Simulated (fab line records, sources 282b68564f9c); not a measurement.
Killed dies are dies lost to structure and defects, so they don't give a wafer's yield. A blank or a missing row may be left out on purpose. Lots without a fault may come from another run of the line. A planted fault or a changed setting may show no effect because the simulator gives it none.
fab line records | flow rit_cmos
record lots=6 wafers=18 last_day=8
route steps=202 shown NSD@132 PSD@142 M1@202
lots that met no fault: from a run of the same line without faults
start_h: hours from the record's first day to the start of the lot's first wafer shown | wait_h: hours since the lot's step before | " the same as in the row above | L1.1+2: a row that stands for several wafers | - no value, or no start given | * or withheld: withheld | < > ~ a bound
route shown NAME@n: a module of which the file shows steps, and the number in the route of the first | usual: mean/standard deviation of fault-free wafers | same: alike in all rows | chamber/n: place in a boat | sites: the reading at each site | _std_site: their standard deviation | _edge_site: outer sites' mean less inner sites' | radius_mm: how far each site lies from the wafer's centre | mask NAME#n: copy n | behind: the tool/chamber that last shaped the wafer | hold: why the lot was held/for how many hours/how that ended | device: the transistor (n, p or np) that didn't switch | end of line: the same wafers' tests at the end of the route | a step without rows: its recipe alone | killed: dies lost to structure and defects at the first sort, not the wafer's yield | map: a wafer's dies, x killed, . not, _ none there
set.NAME: the setting as run; set.NAME@STEP: as run at that earlier step | model.NAME: the simulator's own value behind a step, which no gauge read
lots at some steps of the route; a table a step, a row a wafer
services: from which hour (start_h, from the record's first day; less than 0 if before it) a tool's chamber was out of use, for how many hours, and why
## steps
# step RIT_NSD_COAT_01
# recipe resist=NOVOLAK spin_rpm=3250 resist_thk_nm=1000
# step RIT_NSD_SOFTBAKE_02
# recipe resist=NOVOLAK temp_c=90 time_s=60
# step RIT_NSD_EXPOSE_03
# recipe mask_id=M9 na=0.57 target_cd_nm=40700 dose_mj=250
# step RIT_NSD_PEB_04
# recipe resist=NOVOLAK temp_c=withheld time_s=withheld
# step RIT_NSD_DEVELOP_05
# recipe resist=NOVOLAK develop_time_s=50 dev_temp_c=23
# step RIT_NSD_OVL_MEAS_06
# usual NSD_OVL=-0.5/1.9
# columns lot.wafer tool chamber start_h wait_h NSD_OVL[nm]
L557.3 overlay-01 - 53.92 - 0.1
L557.5 " - " " -0.6
L557.6 " - " " -0.2
L563.2 overlay-02 - 83.63 - 1.5
L563.4 " - " " 2.6
L563.6 " - " " 3.2
L573.4 overlay-01 - 132.35 - 0.4
L573.5 " - " " 0.6
L573.6 " - " " 2.7
L574.2 overlay-02 - 135.95 - -0.5
L574.5 " - " " -1.1
L574.6 " - " " 0.0
L578.2 overlay-02 - 157.22 - -4.6
L578.3 " - " " -3.2
L578.4 " - " " -2.6
L579.2 overlay-01 - 172.43 - 0.9
L579.4 " - " " 1.2
L579.5 " - " " 0.7
# step RIT_NSD_HARDBAKE_07
# recipe resist=NOVOLAK temp_c=140 time_s=60
# step RIT_NSD_IMPLANT_08
# recipe species=P energy_kev=25 dose_cm2=1e+15 tilt_deg=7
# step RIT_NSD_STRIP_09
# recipe chemistry=O2 time_s=180 resist=NOVOLAK platen_temp_c=withheld power_w=500 pressure_mtorr=4000 o2_flow_sccm=4000
# usual drypump_motor_current_A=5.7/0.37 o2_flow_sccm=4000/12
# columns lot.wafer tool chamber start_h wait_h drypump_motor_current_A o2_flow_sccm rf_hours_counter_h
L557.3 plasma_asher-03 1 54.30 0.1 5.2 4001 -
L557.5 " 0 " " 6.0 4005 -
L557.6 " 1 " " 5.2 3995 -
L563.2 plasma_asher-01 0 83.96 0.1 5.6 4011 24
L563.4 " 0 " " 5.6 4003 -
L563.6 " 0 " " 5.6 3993 -
L573.4 plasma_asher-04 1 132.73 0.1 5.1 4023 -
L573.5 " 1 " " 5.1 3976 -
L573.6 " 0 " " 5.8 3994 -
L574.2 plasma_asher-04 1 136.28 0.1 5.1 4013 2
L574.5 " 0 " " 5.7 3991 -
L574.6 " 1 " " 5.1 4001 -
L578.2 plasma_asher-04 0 157.55 0.1 5.7 4008 4
L578.3 " 0 " " 5.8 4016 -
L578.4 " 1 " " 5.1 4010 -
L579.2 plasma_asher-01 1 172.76 0.1 6.1 4005 33
L579.4 " 1 " " 6.1 4001 -
L579.5 " 0 " " 5.6 3994 -
# step RIT_NSD_TW_MEAS_10
# usual NSD_TW=3129/21
# columns lot.wafer tool chamber start_h wait_h NSD_TW
L557.3 film_metro-01 - 54.43 0.1 3114
L557.5 " - " " 3111
L557.6 " - " " 3103
L563.2 film_metro-04 - 84.15 0.1 3128
L563.4 " - " " 3143
L563.6 " - " " 3136
L573.4 film_metro-03 - 132.87 0.1 3154
L573.5 " - " " 3133
L573.6 " - " " 3153
L574.2 film_metro-01 - 136.46 0.1 3104
L574.5 " - " " 3116
L574.6 " - " " 3126
L578.2 film_metro-03 - 157.74 0.1 3118
L578.3 " - " " 3123
L578.4 " - " " 3110
L579.2 film_metro-03 - 172.94 0.1 3093
L579.4 " - " " 3088
L579.5 " - " " 3096
# step RIT_PSD_HMDS_00
# recipe prime_time_s=60 prime_temp_c=140
# step RIT_PSD_COAT_01
# recipe resist=NOVOLAK spin_rpm=3250 resist_thk_nm=1000
# step RIT_PSD_SOFTBAKE_02
# recipe resist=NOVOLAK temp_c=90 time_s=60
# usual heater_power_total_W=34.56/0.051 run_length_s=89.12/0.28
# columns lot.wafer tool chamber start_h wait_h heater_power_total_W run_length_s
L557.3 litho_track-04 0 54.82 0.1 34.54 88.73
L557.5 " 0 " " 34.58 89.02
L557.6 " 0 " " 34.46 88.64
L563.2 litho_track-03 0 84.52 0.1 34.51 89.23
L563.4 " 0 " " 34.55 89.40
L563.6 " 0 " " 34.64 89.16
L573.4 litho_track-03 0 133.28 0.1 35.02 86.55
L573.5 " 0 " " 34.97 86.71
L573.6 " 0 " " 35.01 86.62
L574.2 litho_track-03 0 136.84 0.1 34.92 86.55
L574.5 " 0 " " 34.97 86.57
L574.6 " 0 " " 34.90 86.93
L578.2 litho_track-02 0 158.11 0.1 34.56 89.32
L578.3 " 0 " " 34.53 89.22
L578.4 " 0 " " 34.59 89.18
L579.2 litho_track-02 0 173.32 0.1 34.55 89.22
L579.4 " 0 " " 34.47 89.55
L579.5 " 0 " " 34.52 89.23
# step RIT_PSD_EXPOSE_03
# recipe mask_id=M10 na=0.57 target_cd_nm=40900 dose_mj=250
# step RIT_M1_PROBE_99
# usual killed_at_contacts=0.1/0.23 killed_at_front_end=7/3 killed_dies=7/3 killed_open=3.3/1.8 killed_short=3.3/2.2
# same gross_dies=264 killed_at_M0_to_M3=0 killed_at_M4_up=0 killed_at_back_side=0 killed_at_other=0
# columns lot.wafer tool chamber start_h wait_h killed_at_contacts killed_at_front_end killed_dies killed_open killed_short
L563.2 prober-01 - 100.82 0.1 0 8 8 4 4
L563.4 prober-01 - 100.92 0.2 0 8 8 1 7
L563.6 prober-01 - 101.02 0.2 0 4 4 3 1
# killed by level:class
L563.2 GATE:geometric_particle:short=3 FOX1:geometric_particle:open=2 FOX1:geometric_particle:short=1 GATE:geometric_particle:open=1 SPACER:geometric_particle:open=1
L563.4 FOX1:geometric_particle:short=3 SPACER:geometric_particle:short=2 FOX1:geometric_particle:open=1 FOX2:geometric_particle:short=1 SILICIDE:geometric_particle:short=1
L563.6 GATE:geometric_particle:open=1 SPACER:geometric_particle:short=1 SPACER:geometric_particle:open=1 SILICIDE:geometric_particle:open=1
## services
# columns tool chamber start_h hours kind
plasma_asher-04 - 108.75 9.0 pm
plasma_asher-04 0 108.75 9.0 vent_cycle
plasma_asher-04 1 108.75 9.0 vent_cycle
plasma_asher-04 0 117.75 - clean
plasma_asher-04 1 117.75 - clean
## key
first_sign step=RIT_PSD_SOFTBAKE_02 reading=run_length_s direction=down sigmas=8.7 usual=* struck=*
effect step=RIT_PSD_SOFTBAKE_02 reading=heater_power_total_W direction=up sigmas=7.9 usual=34.56 struck=34.96
met_at RIT_PSD_SOFTBAKE_02
struck_wafers L573.4,L573.5,L573.6,L574.2,L574.5,L574.6
tester_left_out L573,L574
onset_between 84.52 133.28
fault kind=process_parameter_drift tool=litho_track-03 chamber=- onset_h=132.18 steps=RIT_PSD_SOFTBAKE_02 channel=time_s offset=* shape=step end_h=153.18 acts_in=* stated=*
# tester_left_out: of these lots the tester's yield and bins aren't shown, on N5 and GAA mostly nor the transistor test; their killed dies are dies lost to structure and defects alone, not to doping, threshold or leakage, so they don't give the yield
